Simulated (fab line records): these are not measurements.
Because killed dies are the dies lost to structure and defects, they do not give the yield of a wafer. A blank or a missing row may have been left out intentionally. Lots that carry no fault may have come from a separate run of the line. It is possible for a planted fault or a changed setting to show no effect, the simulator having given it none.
fab line records -- flow berkeley-cmos170
record lots=15, wafers=45, last-day=12
route steps=331 shown NWELL@19 NVT@113
lots untouched by any fault: they come from a run of this same line in which no faults occurred
start-h: start of the lot's first displayed wafer, in hours after the record's first day -- wait-h: time in hours since the lot's previous step -- " same as the row above -- L1.1+2: one row covering several wafers at once -- - no value, or no start given -- * or withheld: withheld -- < > ~ a bound
route shown NAME@n: NAME is a module with steps in the file, n the number in the route of the first one -- usual: mean and standard deviation over wafers with no fault -- same: alike in all rows -- chamber/n: place in a boat -- sites: per-site readings -- _std_site: standard deviation across them -- _edge_site: the outer-site mean with the inner-site mean subtracted -- radius-mm: how far each site lies from the wafer's centre -- mask NAME#n: copy n -- behind: the last tool/chamber to shape the wafer -- hold: the reason the lot was held/the length of the hold in hours/how it ended -- device: which transistor (n, p or np) failed to switch -- end of line: the tests these same wafers got at the end of their route -- where a step has no rows: the recipe by itself -- killed: count of dies lost to structure and defects at first sort (not the wafer's yield) -- map: dies across one wafer; x = killed, . = not, _ = none there
set.NAME: the setting that was run; set.NAME@STEP: the one run at that earlier step -- model.NAME: the simulator's own value behind a step, which no gauge read
steps of the route over a sample of lots; a table a step, a row a wafer
services: a tool's chamber out of use, with start hour (start-h, from the record's first day; less than 0 if before it), hours out, and reason
## steps
# step UCB170_NWELL_THK_MEAS_05
# recipe reads=Si3N4_of_NWELL_CVD_04
# usual NWELL_NITRIDE_THK=224.0/2.5
lot.wafer,tool,chamber,start-h,wait-h,NWELL_NITRIDE_THK[nm]
L903.2,film-metro-04,-,29.62,0.0,221.3
L903.4,film-metro-04,-,29.62,0.0,220.6
L903.5,film-metro-04,-,29.62,0.0,220.0
L906.1,film-metro-01,-,41.33,0.0,221.5
L906.4,film-metro-01,-,41.33,0.0,221.2
L906.6,film-metro-01,-,41.33,0.0,219.8
L908.1,film-metro-04,-,53.85,0.0,225.0
L908.2,film-metro-04,-,53.85,0.0,225.3
L908.6,film-metro-04,-,53.85,0.0,224.8
L909.1,film-metro-01,-,62.65,0.0,231.0
L909.3,film-metro-01,-,62.65,0.0,230.3
L909.6,film-metro-01,-,62.65,0.0,228.7
L913.1,film-metro-03,-,81.16,0.0,225.3
L913.3,film-metro-03,-,81.16,0.0,227.5
L913.6,film-metro-03,-,81.16,0.0,227.5
L916.1,film-metro-03,-,93.19,0.0,225.0
L916.4,film-metro-03,-,93.19,0.0,223.8
L916.5,film-metro-03,-,93.19,0.0,224.6
L917.1,film-metro-04,-,93.19,0.0,224.7
L917.4,film-metro-04,-,93.19,0.0,224.2
L917.6,film-metro-04,-,93.19,0.0,224.1
L918.1,film-metro-04,-,98.50,0.0,221.0
L918.4,film-metro-04,-,98.50,0.0,223.8
L918.5,film-metro-04,-,98.50,0.0,223.2
L920.2,film-metro-01,-,110.40,0.0,224.2
L920.5,film-metro-01,-,110.40,0.0,224.8
L920.6,film-metro-01,-,110.40,0.0,222.4
L921.3,film-metro-04,-,120.87,0.0,224.5
L921.4,film-metro-04,-,120.87,0.0,224.7
L921.5,film-metro-04,-,120.87,0.0,224.8
L922.1,film-metro-04,-,125.22,0.0,226.5
L922.3,film-metro-04,-,125.22,0.0,226.4
L922.5,film-metro-04,-,125.22,0.0,224.9
L923.1,film-metro-03,-,132.76,0.0,220.6
L923.2,film-metro-03,-,132.76,0.0,221.4
L923.5,film-metro-03,-,132.76,0.0,219.5
L924.2,film-metro-04,-,138.66,0.0,226.8
L924.3,film-metro-04,-,138.66,0.0,227.5
L924.6,film-metro-04,-,138.66,0.0,225.5
L926.1,film-metro-04,-,142.20,0.0,224.2
L926.3,film-metro-04,-,142.20,0.0,224.9
L926.4,film-metro-04,-,142.20,0.0,223.1
L925.3,film-metro-01,-,142.22,0.0,219.7
L925.4,film-metro-01,-,142.22,0.0,217.6
L925.5,film-metro-01,-,142.22,0.0,218.9
# step UCB170_NWELL_EXPOSE_09
# recipe mask-id=NWELL, target-cd-nm=3000, na=0.5, sigma-outer=0.6, source-shape=conventional, dose-mj=25
# usual exposure-dose-mJ-cm2=24.999/0.025, focus-offset-nm=0.0/0.51, na=0.5/0, reticle-temp-C=22.99/0.11
lot.wafer,tool,chamber,start-h,wait-h,mask,exposure-dose-mJ-cm2,focus-offset-nm,na,reticle-temp-C
L903.2,krf-scanner-01,0,30.26,0.2,NWELL#0,25.024,-0.3,0.5,22.99
L903.4,krf-scanner-01,0,30.26,0.2,NWELL#0,24.990,-0.7,0.5,22.90
L903.5,krf-scanner-01,0,30.26,0.2,NWELL#0,25.002,-0.2,0.5,22.97
L906.1,krf-scanner-01,0,41.84,0.1,NWELL#0,24.973,0.7,0.5,22.92
L906.4,krf-scanner-01,0,41.84,0.1,NWELL#0,24.986,0.6,0.5,22.93
L906.6,krf-scanner-01,0,41.84,0.1,NWELL#0,24.914,0.6,0.5,22.96
L908.1,krf-scanner-02,0,54.44,0.1,NWELL#0,25.014,-0.3,0.5,23.03
L908.2,krf-scanner-02,0,54.44,0.1,NWELL#0,24.983,0.0,0.5,23.08
L908.6,krf-scanner-02,0,54.44,0.1,NWELL#0,24.964,-0.3,0.5,23.08
L909.1,krf-scanner-01,0,64.28,0.3,NWELL#0,24.998,0.7,0.5,23.18
L909.3,krf-scanner-01,0,64.28,0.3,NWELL#0,24.999,0.7,0.5,23.12
L909.6,krf-scanner-01,0,64.28,0.3,NWELL#0,24.992,0.2,0.5,23.03
L913.1,krf-scanner-01,0,81.79,0.2,NWELL#0,24.991,-0.4,0.5,23.14
L913.3,krf-scanner-01,0,81.79,0.2,NWELL#0,24.966,-0.1,0.5,23.03
L913.6,krf-scanner-01,0,81.79,0.2,NWELL#0,24.993,-0.3,0.5,22.94
L917.1,krf-scanner-01,-,93.86,0.2,NWELL#0,-,-,-,-
L917.4,krf-scanner-01,-,93.86,0.2,NWELL#0,-,-,-,-
L917.6,krf-scanner-01,-,93.86,0.2,NWELL#0,-,-,-,-
L916.1,krf-scanner-02,-,94.16,0.4,NWELL#0,-,-,-,-
L916.4,krf-scanner-02,-,94.16,0.4,NWELL#0,-,-,-,-
L916.5,krf-scanner-02,-,94.16,0.4,NWELL#0,-,-,-,-
L918.1,krf-scanner-02,-,99.37,0.2,NWELL#0,-,-,-,-
L918.4,krf-scanner-02,-,99.37,0.2,NWELL#0,-,-,-,-
L918.5,krf-scanner-02,-,99.37,0.2,NWELL#0,-,-,-,-
L920.2,krf-scanner-01,0,111.41,0.1,NWELL#0,24.966,-0.8,0.5,23.03
L920.5,krf-scanner-01,0,111.41,0.1,NWELL#0,25.022,-0.7,0.5,22.95
L920.6,krf-scanner-01,0,111.41,0.1,NWELL#0,24.998,-0.8,0.5,23.02
L921.3,krf-scanner-01,0,121.40,0.1,NWELL#0,25.020,0.2,0.5,22.99
L921.4,krf-scanner-01,0,121.40,0.1,NWELL#0,25.007,0.2,0.5,22.87
L921.5,krf-scanner-01,0,121.40,0.1,NWELL#0,25.024,0.1,0.5,23.02
L922.1,krf-scanner-02,0,125.85,0.2,NWELL#0,24.951,0.1,0.5,22.92
L922.3,krf-scanner-02,0,125.85,0.2,NWELL#0,24.997,1.2,0.5,22.95
L922.5,krf-scanner-02,0,125.85,0.2,NWELL#0,24.971,0.6,0.5,22.95
L923.1,krf-scanner-02,0,133.27,0.1,NWELL#0,25.001,0.3,0.5,22.85
L923.2,krf-scanner-02,0,133.27,0.1,NWELL#0,25.008,-1.1,0.5,22.89
L923.5,krf-scanner-02,0,133.27,0.1,NWELL#0,24.986,-0.4,0.5,23.02
L924.2,krf-scanner-01,0,139.37,0.3,NWELL#0,25.006,0.5,0.5,23.04
L924.3,krf-scanner-01,0,139.37,0.3,NWELL#0,24.981,0.6,0.5,23.01
L924.6,krf-scanner-01,0,139.37,0.3,NWELL#0,25.006,0.5,0.5,23.15
L925.3,krf-scanner-02,0,143.24,0.2,NWELL#0,25.017,0.0,0.5,22.94
L925.4,krf-scanner-02,0,143.24,0.2,NWELL#0,25.031,0.0,0.5,23.05
L925.5,krf-scanner-02,0,143.24,0.2,NWELL#0,25.020,-0.1,0.5,22.93
L926.1,krf-scanner-01,0,143.44,0.4,NWELL#0,24.982,-0.2,0.5,23.15
L926.3,krf-scanner-01,0,143.44,0.4,NWELL#0,25.005,-0.9,0.5,23.32
L926.4,krf-scanner-01,0,143.44,0.4,NWELL#0,24.993,-0.5,0.5,23.16
# step UCB170_NWELL_TW_MEAS_16
# usual NWELL_TW=1250/8.4
lot.wafer,tool,chamber,start-h,wait-h,NWELL_TW
L903.2,film-metro-04,-,31.03,0.1,1252
L903.4,film-metro-04,-,31.03,0.1,1251
L903.5,film-metro-04,-,31.03,0.1,1245
L906.1,film-metro-04,-,42.95,0.1,1247
L906.4,film-metro-04,-,42.95,0.1,1254
L906.6,film-metro-04,-,42.95,0.1,1244
L908.1,film-metro-01,-,55.38,0.1,1239
L908.2,film-metro-01,-,55.38,0.1,1246
L908.6,film-metro-01,-,55.38,0.1,1248
L909.1,film-metro-03,-,65.44,0.1,1257
L909.3,film-metro-03,-,65.44,0.1,1247
L909.6,film-metro-03,-,65.44,0.1,1255
L913.1,film-metro-01,-,82.72,0.1,1242
L913.3,film-metro-01,-,82.72,0.1,1237
L913.6,film-metro-01,-,82.72,0.1,1231
L917.1,film-metro-04,-,95.23,0.1,1259
L917.4,film-metro-04,-,95.23,0.1,1264
L917.6,film-metro-04,-,95.23,0.1,1265
L916.1,film-metro-01,-,95.59,0.1,1235
L916.4,film-metro-01,-,95.59,0.1,1242
L916.5,film-metro-01,-,95.59,0.1,1240
L918.1,film-metro-04,-,100.21,0.1,1252
L918.4,film-metro-04,-,100.21,0.1,1243
L918.5,film-metro-04,-,100.21,0.1,1256
L920.2,film-metro-01,-,112.46,0.1,1248
L920.5,film-metro-01,-,112.46,0.1,1247
L920.6,film-metro-01,-,112.46,0.1,1248
L921.3,film-metro-04,-,122.16,0.1,1259
L921.4,film-metro-04,-,122.16,0.1,1253
L921.5,film-metro-04,-,122.16,0.1,1258
L922.1,film-metro-04,-,126.63,0.1,1260
L922.3,film-metro-04,-,126.63,0.1,1255
L922.5,film-metro-04,-,126.63,0.1,1259
L923.1,film-metro-03,-,134.05,0.1,1255
L923.2,film-metro-03,-,134.05,0.1,1258
L923.5,film-metro-03,-,134.05,0.1,1248
L924.2,film-metro-04,-,140.56,0.1,1253
L924.3,film-metro-04,-,140.56,0.1,1256
L924.6,film-metro-04,-,140.56,0.1,1250
L925.3,film-metro-01,-,144.03,0.1,1233
L925.4,film-metro-01,-,144.03,0.1,1244
L925.5,film-metro-01,-,144.03,0.1,1232
L926.1,film-metro-01,-,144.27,0.1,1233
L926.3,film-metro-01,-,144.27,0.1,1239
L926.4,film-metro-01,-,144.27,0.1,1238
# step UCB170_NVT_TW_MEAS_09
# usual NVT_TW=526/3.4
lot.wafer,tool,chamber,start-h,wait-h,NVT_TW
L903.2,film-metro-04,-,99.60,0.1,526
L903.4,film-metro-04,-,99.60,0.1,528
L903.5,film-metro-04,-,99.60,0.1,525
L906.1,film-metro-01,-,114.76,0.1,527
L906.4,film-metro-01,-,114.76,0.1,525
L906.6,film-metro-01,-,114.76,0.1,524
L908.1,film-metro-01,-,134.23,0.1,523
L908.2,film-metro-01,-,134.23,0.1,523
L908.6,film-metro-01,-,134.23,0.1,522
L909.1,film-metro-03,-,141.12,0.1,526
L909.3,film-metro-03,-,141.12,0.1,528
L909.6,film-metro-03,-,141.12,0.1,526
L913.1,film-metro-04,-,159.16,0.1,523
L913.3,film-metro-04,-,159.16,0.1,528
L913.6,film-metro-04,-,159.16,0.1,526
L922.1,film-metro-04,-,201.48,0.1,526
L922.3,film-metro-04,-,201.48,0.1,526
L922.5,film-metro-04,-,201.48,0.1,527
L920.2,film-metro-01,-,201.56,0.1,525
L920.5,film-metro-01,-,201.56,0.1,525
L920.6,film-metro-01,-,201.56,0.1,523
L921.3,film-metro-04,-,201.77,0.1,526
L921.4,film-metro-04,-,201.77,0.1,528
L921.5,film-metro-04,-,201.77,0.1,524
L923.1,film-metro-03,-,217.10,0.1,532
L923.2,film-metro-03,-,217.10,0.1,527
L923.5,film-metro-03,-,217.10,0.1,527
L926.1,film-metro-01,-,221.88,0.1,522
L926.3,film-metro-01,-,221.88,0.1,520
L926.4,film-metro-01,-,221.88,0.1,517
L925.3,film-metro-03,-,222.32,0.1,529
L925.4,film-metro-03,-,222.32,0.1,531
L925.5,film-metro-03,-,222.32,0.1,532
L924.2,film-metro-04,-,222.86,0.1,526
L924.3,film-metro-04,-,222.86,0.1,524
L924.6,film-metro-04,-,222.86,0.1,524
## services
tool,chamber,start-h,hours,kind
krf-scanner-01,-,28.62,1.3,pm
krf-scanner-02,-,36.37,4.0,pm
krf-scanner-01,-,57.13,0.2,repair
krf-scanner-01,-,62.37,1.0,pm
krf-scanner-02,-,63.42,1.3,pm
krf-scanner-02,-,78.92,8.5,repair
krf-scanner-01,-,87.15,-,calibration
krf-scanner-01,-,87.38,0.8,pm
krf-scanner-02,0,103.31,-,calibration
krf-scanner-01,0,121.21,-,calibration
krf-scanner-02,-,138.36,1.0,pm
## key
first-sign step=UCB170_NWELL_EXPOSE_09, reading=tool-record, direction=missing
effect none on later readings
met-at UCB170_NWELL_EXPOSE_09
struck-lots L916,L917,L918
later-rows-left-out L916.1,L916.4,L916.5,L917.1,L917.4,L917.6,L918.1,L918.4,L918.5
sort-left-out L916.1,L916.4,L916.5,L917.1,L917.4,L917.6,L918.1,L918.4,L918.5
tester-left-out L916,L917,L918
not-acting-at UCB170_NWELL_THK_MEAS_05,UCB170_NWELL_TW_MEAS_16,UCB170_NVT_TW_MEAS_09
onset-between 81.79 93.86
fault kind=skipped-step-whole, tool=krf-scanner-01,krf-scanner-02, chamber=-, onset-h=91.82, steps=UCB170_NWELL_EXPOSE_09, scope=struck-lots-only
# tester-left-out: of these lots the tester's yield and bins aren't shown, on N5 and GAA mostly nor the transistor test; their killed dies are dies lost to structure and defects alone, not to doping, threshold or leakage, so they don't give the yield
# sort-left-out: the simulated sort isn't trusted on such a fault, so these wafers' sort isn't shown, and their yield isn't known
# later-rows-left-out: the simulator's readings of these wafers behind a module that went badly wrong aren't trusted and aren't shown, but for the sort
